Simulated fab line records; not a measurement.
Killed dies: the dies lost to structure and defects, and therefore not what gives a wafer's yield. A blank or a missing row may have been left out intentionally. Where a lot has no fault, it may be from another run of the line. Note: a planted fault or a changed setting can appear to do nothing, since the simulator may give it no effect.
Problem report, 8D (eight disciplines) form, completed by code	flow berkeley-cmos170	the parts of the form that need people (team, actions taken, sign-off) are left out

## 1. PROBLEM STATEMENT
chamber-pressure-pa at UCB170_M1_SPUTTER_00 reads a mean of 0.5550 Pa on 2 wafers of 2 lots; wafers without a fault read 0.4999 Pa with a standard deviation of 0.001. That is +55 standard deviations from the usual mean.
The step: material Al, target thk 600 nm, time 83.86 s.
First observed at day 9 17:31: wafer L455.4, on pvd-sputter-02. The record has a number at this step for 42 wafers belonging to 14 lots. Rule for "out", or "out of limits": more than 4 standard deviations from the usual mean. All remaining wafers that have a number are taken as sound.

## 2. WHAT THIS IS AND IS NOT
question	is	is not
which readings at this step	chamber-pressure-pa	throttle-valve-pct
which lots	L455, L459	L447, L448, L450, L451, L453, L454, L463, L464, L466, L467, L469, L470
which wafers of those lots	L455.4, L459.1	L455.2, L455.3, L459.4, L459.6
read on which tools	pvd-sputter-02	pvd-sputter-01, pvd-sputter-04
when	from day 9 17:31	up to then (20 sound wafers); but 20 sound wafers of L459, L463, L464, L466, L467, L469, L470 came after

## 3. SUSPECTS, AND WHAT RULES EACH OUT
Counting: if a tool at a process step up to the reading ran every lot that is out, it stays a suspect. Sound lots after the first of them don't rule it out here, since some wafers of a struck lot are sound.
- pvd-sputter-02 at UCB170_M1_SPUTTER_00 (material Al, target thk 600 nm, time 83.86 s): kept. It processed each lot that is out (first: L455, day 9 17:31); up to then, its last sound lot is L454 (day 9 09:56). Its own chamber-pressure-pa readings are out on those wafers.
Remaining after the count: pvd-sputter-02 at UCB170_M1_SPUTTER_00.

## 4. THE CAUSE (what the simulator had put in)
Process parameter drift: pvd-sputter-02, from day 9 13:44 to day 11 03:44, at UCB170_M1_SPUTTER_00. Setting chamber-pressure-pa, moved by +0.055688, from 0.5. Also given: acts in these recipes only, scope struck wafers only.
This tool alone remained once counting was done.

## 5. THE CHAIN OF EFFECTS, in route order
One row per reading whose mean, taken over the struck wafers that have a number, lies over 3 standard deviations from the usual. Only readings for which the record gives a usual standard deviation are gone through. hours: the time from each lot's start at the first step in this table that gives one to its start at this step, as a median over the lots. sigmas: the change in usual standard deviations.
hours	step	reading	usual	on struck wafers	change	sigmas
0	UCB170_M1_SPUTTER_00	chamber-pressure-pa	0.4999 Pa	0.5550	+0.0551	+55
The process steps in it:
- UCB170_M1_SPUTTER_00: material Al, target thk 600 nm, time 83.86 s.
At these later measuring or inspecting steps, every struck wafer for which the step has a row has a number for every such reading, and none has moved that far: UCB170_M1_RS_MEAS_01.

## 6. HOW IT WOULD HAVE BEEN CAUGHT EARLIER
The fault began at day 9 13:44; the first out-of-limits reading in this record came at day 9 17:31, 4 hours later.
